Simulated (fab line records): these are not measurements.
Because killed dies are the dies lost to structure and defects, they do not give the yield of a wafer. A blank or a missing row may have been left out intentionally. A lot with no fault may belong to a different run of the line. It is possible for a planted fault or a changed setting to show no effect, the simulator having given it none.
Code-filled problem report in 8D (eight disciplines) form || flow berkeley_cmos170 || the parts of the form that need people (team, actions taken, sign-off) are left out

1. THE PROBLEM
PLDD_OVL at UCB170_PLDD_OVL_MEAS_07 reads a mean of 180 nm on 6 wafers of 2 lots; wafers without a fault read -3 nm with a standard deviation of 6. That is +31 standard deviations from the usual mean.
First seen on wafer L354.2, day 8 23:36, on overlay-02. Wafers with a number at this step in the record: 42, from 14 lots. By rule, "out" or "out of limits" means more than 4 standard deviations away from the usual mean. The rest of the wafers with a number are treated as sound.

2. WHAT IT IS; WHAT IT IS NOT
{"question": "which readings at this step", "is": "PLDD_OVL", "is not": "-"}
{"question": "which lots", "is": "L354, L355", "is not": "L340, L341, L342, L343, L344, L345, L346, L347, L349, L359, L360, L361"}
{"question": "which wafers of those lots", "is": "all that have a number", "is not": "-"}
{"question": "read on which gauges", "is": "overlay-01, overlay-02", "is not": "-"}
{"question": "when", "is": "from day 8 23:36", "is not": "up to then (27 sound wafers); but 9 sound wafers of L359, L360, L361 came after"}

3. THE SUSPECTS, EACH WITH WHAT RULES IT OUT
Counting: any tool at a process step up to the reading is kept as a suspect provided that every lot that is out went through it and no sound lot did after the first of them.
- ruled out: the gauge at UCB170_PLDD_OVL_MEAS_07. Those wafers that are out were read across 2 gauges (overlay-01, overlay-02).
- rie_diel-04 at UCB170_GATE_ETCH_14 (etches BARC in N2/H2): kept. All lots that are out passed through it, beginning with L354 at day 8 21:28, and no sound lot followed; its final sound lot before that point was L349 at day 8 09:01.
- krf_scanner-02 at UCB170_PLDD_EXPOSE_03 (exposes mask PSELECT, target cd 1200 nm): kept. All lots that are out passed through it, beginning with L354 at day 8 23:04, and no sound lot followed; its final sound lot before that point was L345 at day 7 08:04.
What counting leaves: rie_diel-04 at UCB170_GATE_ETCH_14 and krf_scanner-02 at UCB170_PLDD_EXPOSE_03.

4. THE CAUSE (what the simulator had put in)
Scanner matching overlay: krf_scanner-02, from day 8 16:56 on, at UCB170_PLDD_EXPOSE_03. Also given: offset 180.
After counting, 2 suspects remain, this tool included.

5. THE CHAIN OF EFFECTS, in route order
Each row: a reading whose mean over the struck wafers that have a number lies more than 3 standard deviations from the usual. Readings are gone through only where the record gives a usual standard deviation; hours: the median, over the lots, of the time from a lot's start at the first step in this table giving one to that lot's start at this step; sigmas: the change measured in usual standard deviations.
{"hours": 0, "step": "UCB170_PLDD_OVL_MEAS_07", "reading": "PLDD_OVL", "usual": "-3 nm", "on struck wafers": 180, "change": "+183", "sigmas": "+31"}

6. HOW IT WOULD HAVE BEEN CAUGHT EARLIER
7 hours passed between the start of the fault at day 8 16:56 and the first reading out of limits at a measuring or inspecting step in this record, taken at day 8 23:36.
Lots out: 2; of these, L355 started UCB170_PLDD_EXPOSE_03 on krf_scanner-02 after day 8 23:36. A hold on the tool at that time would have spared it.
